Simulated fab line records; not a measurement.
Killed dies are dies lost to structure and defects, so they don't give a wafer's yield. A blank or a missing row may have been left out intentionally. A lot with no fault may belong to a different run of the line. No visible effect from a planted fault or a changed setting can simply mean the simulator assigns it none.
fab line records	flow rit-cmos	part 2 of 2: steps 36 to 48 of 48
record lots=5	wafers=15	last-day=7
route steps=202 shown GATE@93 REOX@98 NLDD@103 PLDD@114 SPACER@125 NSD@131
lots that met no fault: from a run of the same line without faults
start-h: start of the lot's first displayed wafer, in hours after the record's first day	wait-h: time in hours since the lot's previous step	" repeats the value in the row above	L1.1+2: a single row standing in for several wafers	- no value, or no start given	* or withheld: withheld	< > ~ a bound
route shown NAME@n: NAME is a module with steps in the file, n the number in the route of the first one	usual: average and standard deviation across the fault-free wafers	same: alike in all rows	chamber/n: place in a boat	sites: per-site readings	_std_site: the values' standard deviation	_edge_site: inner sites' mean taken away from outer sites' mean	radius-mm: for every site, how far away it sits from the centre of the wafer	mask NAME#n: copy n	behind: the last tool/chamber to shape the wafer	hold: cause of the lot's hold/its duration in hours/its outcome	device: transistor that didn't switch, given as n, p or np	end of line: the tests these same wafers got at the end of their route	a step given without rows: its recipe and nothing more	killed: dies lost to structure and defects at the first sort, not the wafer's yield	map: a wafer's dies, x killed, . not, _ none there
set.NAME: the setting that was run; set.NAME@STEP: the one run at that earlier step	model.NAME: the simulator's own value behind a step, which no gauge read
a table for each step, a row for each wafer; lots at some steps of the route
services: a tool's chamber out of use, with start hour (start-h, from the record's first day; less than 0 if before it), hours out, and reason
## steps
# step RIT_SPACER_CVD_03
# recipe material=Si3N4	target-thk-nm=250	temp-c=810	precursor=SiH2Cl2/NH3	time-s=3300	pressure-mtorr=300	sih2cl2-flow-sccm=60	nh3-flow-sccm=150
lot.wafer	tool	chamber	start-h	wait-h
L076.2+3+6	lpcvd-02	1	68.06	0.0
L080.3+5+6	lpcvd-02	1	82.60	0.0
L082.3+5+6	lpcvd-01	1	95.14	0.0
L092.1+2+6	lpcvd-01	1	145.81	0.0
L093.4+5+6	lpcvd-01	0	148.20	0.0
# step RIT_SPACER_THK_MEAS_04
# recipe reads=Si3N4_of_SPACER_CVD_03
# usual SPACER_NITRIDE_THK=248.7/2.4
lot.wafer	tool	chamber	start-h	wait-h	SPACER_NITRIDE_THK[nm]
L076.2	film-metro-04	-	69.99	0.0	250.2
L076.3	"	-	"	"	250.7
L076.6	"	-	"	"	250.4
L080.3	film-metro-03	-	84.53	0.0	252.4
L080.5	"	-	"	"	253.4
L080.6	"	-	"	"	253.2
L082.3	film-metro-04	-	97.08	0.0	247.4
L082.5	"	-	"	"	248.0
L082.6	"	-	"	"	248.2
L092.1	film-metro-04	-	147.72	0.0	243.9
L092.2	"	-	"	"	247.0
L092.6	"	-	"	"	247.1
L093.4	film-metro-01	-	150.14	0.0	249.3
L093.5	"	-	"	"	248.9
L093.6	"	-	"	"	249.2
# step RIT_SPACER_ETCHBACK_05
# recipe target-depth-a=2500	SF6_flow_sccm=30	CHF3_flow_sccm=30	target=Si3N4	chemistry=SF6/CHF3	pressure-mtorr=40	rf-w=250	time-s=240	stop-on=SiO2
# usual drypump-motor-current-A=5.6/0.53	oes-product-au=0.834/0.016	throttle-valve-pct=10.27/0.14
lot.wafer	tool	chamber	start-h	wait-h	drypump-motor-current-A	oes-product-au	rf-hours-counter-h	throttle-valve-pct
L076.2	rie-diel-02	2	70.04	0.0	6.3	0.842	81	10.07
L076.3	"	1	"	"	6.0	0.824	14	10.29
L076.6	"	0	"	"	5.8	0.826	-	10.59
L080.3	rie-diel-02	3	84.57	0.0	6.1	0.859	40	10.27
L080.5	"	3	"	"	6.1	0.868	-	10.29
L080.6	"	0	"	"	5.8	0.824	-	10.62
L082.3	rie-diel-02	0	97.12	0.0	5.8	0.811	130	10.59
L082.5	"	2	"	"	6.3	0.835	-	10.07
L082.6	"	1	"	"	6.0	0.819	-	10.29
L092.1	rie-diel-04	3	147.78	0.1	4.8	0.835	3	10.21
L092.2	"	2	"	"	5.2	0.811	20	10.15
L092.6	"	2	"	"	5.2	0.810	-	10.16
L093.4	rie-diel-02	3	150.17	0.0	6.1	0.859	41	10.26
L093.5	"	3	"	"	6.1	0.858	-	10.27
L093.6	"	0	"	"	5.8	0.817	-	10.61
# step RIT_NSD_HMDS_00
# recipe prime-time-s=60	prime-temp-c=140
lot.wafer	tool	chamber	start-h	wait-h
L076.2+3+6	litho-track-04	0	70.21	0.1
L080.3+5+6	litho-track-02	0	84.81	0.2
L082.3+5+6	litho-track-04	0	97.32	0.1
L092.1+2+6	litho-track-03	0	147.93	0.1
L093.4+5+6	litho-track-04	0	150.40	0.2
# step RIT_NSD_COAT_01
# recipe resist=NOVOLAK	spin-rpm=3250	resist-thk-nm=1000
lot.wafer	tool	chamber	start-h	wait-h
L076.2+3+6	litho-track-04	0	70.36	0.1
L080.3+5+6	litho-track-02	0	84.96	0.1
L082.3+5+6	litho-track-04	0	97.47	0.1
L092.1+2+6	litho-track-03	0	148.08	0.1
L093.4+5+6	litho-track-04	0	150.55	0.1
# step RIT_NSD_SOFTBAKE_02
# recipe resist=NOVOLAK	temp-c=90	time-s=60
lot.wafer	tool	chamber	start-h	wait-h
L076.2+3+6	litho-track-04	0	70.51	0.1
L080.3+5+6	litho-track-02	0	85.11	0.1
L082.3+5+6	litho-track-04	0	97.62	0.1
L092.1+2+6	litho-track-03	0	148.23	0.1
L093.4+5+6	litho-track-04	0	150.70	0.1
# step RIT_NSD_EXPOSE_03
# recipe mask-id=M9	na=0.57	target-cd-nm=40700	dose-mj=250
lot.wafer	tool	chamber	start-h	wait-h	mask
L076.2+3+6	iline-stepper-02	0	70.78	0.2	M9#0
L080.3+5+6	iline-stepper-02	0	85.37	0.2	M9#0
L082.3+5+6	iline-stepper-02	0	97.75	0.1	M9#0
L092.1+2+6	iline-stepper-01	0	148.51	0.2	M9#0
L093.4+5+6	iline-stepper-01	0	150.84	0.1	M9#0
# step RIT_NSD_PEB_04
# recipe resist=NOVOLAK	temp-c=withheld	time-s=withheld
lot.wafer	tool	chamber	start-h	wait-h
L076.2+3+6	litho-track-02	0	70.91	0.1
L080.3+5+6	litho-track-03	0	85.50	0.1
L082.3+5+6	litho-track-02	0	97.88	0.1
L092.1+2+6	litho-track-03	0	148.62	0.1
L093.4+5+6	litho-track-02	0	150.97	0.1
# step RIT_NSD_DEVELOP_05
# recipe resist=NOVOLAK	develop-time-s=50	dev-temp-c=23
# usual developer-temp-C=23.02/0.1
lot.wafer	tool	chamber	start-h	wait-h	developer-temp-C
L076.2	litho-track-02	0	-	-	23.01
L076.3	"	0	"	"	22.88
L076.6	"	0	"	"	23.08
L080.3	litho-track-03	0	-	-	23.18
L080.5	"	0	"	"	23.09
L080.6	"	0	"	"	23.16
L082.3	litho-track-02	0	-	-	22.98
L082.5	"	0	"	"	22.86
L082.6	"	0	"	"	23.07
L092.1	litho-track-03	0	-	-	22.98
L092.2	"	0	"	"	23.08
L092.6	"	0	"	"	23.03
L093.4	litho-track-02	0	-	-	22.96
L093.5	"	0	"	"	23.03
L093.6	"	0	"	"	22.97
# step RIT_NSD_OVL_MEAS_06
# usual NSD_OVL=-1.2/1.2
lot.wafer	tool	chamber	start-h	wait-h	NSD_OVL[nm]
L076.2	overlay-02	-	71.17	-	-2.5
L076.3	"	-	"	"	-1.4
L076.6	"	-	"	"	-0.7
L080.3	overlay-01	-	85.74	-	-0.7
L080.5	"	-	"	"	-1.6
L080.6	"	-	"	"	-1.2
L082.3	overlay-01	-	98.13	-	-1.6
L082.5	"	-	"	"	-1.8
L082.6	"	-	"	"	-1.1
L092.1	overlay-01	-	148.91	-	0.6
L092.2	"	-	"	"	1.0
L092.6	"	-	"	"	-1.5
L093.4	overlay-02	-	151.20	-	-2.2
L093.5	"	-	"	"	-2.4
L093.6	"	-	"	"	-1.9
# step RIT_NSD_HARDBAKE_07
# recipe resist=NOVOLAK	temp-c=140	time-s=60
lot.wafer	tool	chamber	start-h	wait-h
L076.2+3+6	litho-track-03	0	71.23	0.0
L080.3+5+6	litho-track-04	0	85.82	0.1
L082.3+5+6	litho-track-02	0	98.20	0.1
L092.1+2+6	litho-track-04	0	148.94	0.0
L093.4+5+6	litho-track-03	0	151.29	0.1
# step RIT_NSD_IMPLANT_08
# recipe species=P	energy-kev=25	dose-cm2=1e+15	tilt-deg=7
# usual faraday-current-uA=3126/62
lot.wafer	tool	chamber	start-h	wait-h	faraday-current-uA
L076.2	implanter-02	0	71.38	0.1	3102
L076.3	"	0	"	"	3013
L076.6	"	0	"	"	3137
L080.3	implanter-04	0	85.97	0.1	3046
L080.5	"	0	"	"	3266
L080.6	"	0	"	"	2997
L082.3	implanter-03	0	98.35	0.1	3181
L082.5	"	0	"	"	3258
L082.6	"	0	"	"	3072
L092.1	implanter-03	0	149.09	0.1	3043
L092.2	"	0	"	"	3146
L092.6	"	0	"	"	3196
L093.4	implanter-04	0	151.44	0.1	3158
L093.5	"	0	"	"	3221
L093.6	"	0	"	"	3134
# step RIT_NSD_STRIP_09
# recipe chemistry=O2	time-s=180	resist=NOVOLAK	platen-temp-c=withheld	power-w=500	pressure-mtorr=4000	o2-flow-sccm=4000
# usual drypump-motor-current-A=5.7/0.47
lot.wafer	tool	chamber	start-h	wait-h	drypump-motor-current-A	rf-hours-counter-h
L076.2	plasma-asher-03	0	71.50	0.1	6.3	42
L076.3	"	1	"	"	6.4	-
L076.6	"	0	"	"	6.3	-
L080.3	plasma-asher-04	0	86.13	0.1	6.0	-
L080.5	"	0	"	"	6.0	-
L080.6	"	1	"	"	5.0	-
L082.3	plasma-asher-01	1	98.51	0.1	5.6	-
L082.5	"	1	"	"	5.5	-
L082.6	"	0	"	"	5.4	-
L092.1	plasma-asher-03	1	149.24	0.1	6.4	50
L092.2	"	0	"	"	6.4	50
L092.6	"	0	"	"	6.4	-
L093.4	plasma-asher-03	0	151.57	0.1	6.4	-
L093.5	"	1	"	"	6.4	-
L093.6	"	0	"	"	6.4	-
## services
tool	chamber	start-h	hours	kind
iline-stepper-01	-	52.50	0.8	repair
rie-diel-04	-	52.58	4.0	pm
iline-stepper-01	-	65.92	1.7	pm
rie-diel-04	1	70.78	9.5	repair
lpcvd-01	-	73.17	6.1	pm
iline-stepper-02	-	82.73	1.7	pm
rie-si-02	-	88.55	1.3	repair
rie-si-02	0	95.80	2.2	repair
rie-si-01	3	102.43	-	clean
rie-si-01	3	102.43	20.4	scheduled-down
rie-si-01	3	102.43	20.4	vent-cycle
implanter-02	-	102.54	3.8	pm
wet-bench-01	-	103.50	16.0	repair
furnace-01	-	105.04	13.4	pm
plasma-asher-02	-	105.30	1.3	repair
plasma-asher-04	-	108.75	9.0	pm
plasma-asher-04	0	108.75	9.0	vent-cycle
iline-stepper-02	0	119.09	-	calibration
implanter-02	-	126.55	2.6	repair
rie-diel-04	-	133.04	5.4	repair
furnace-04	-	142.22	4.1	pm
implanter-03	-	144.08	4.3	pm
plasma-asher-03	-	144.51	2.1	repair
rie-diel-02	-	149.50	0.5	repair
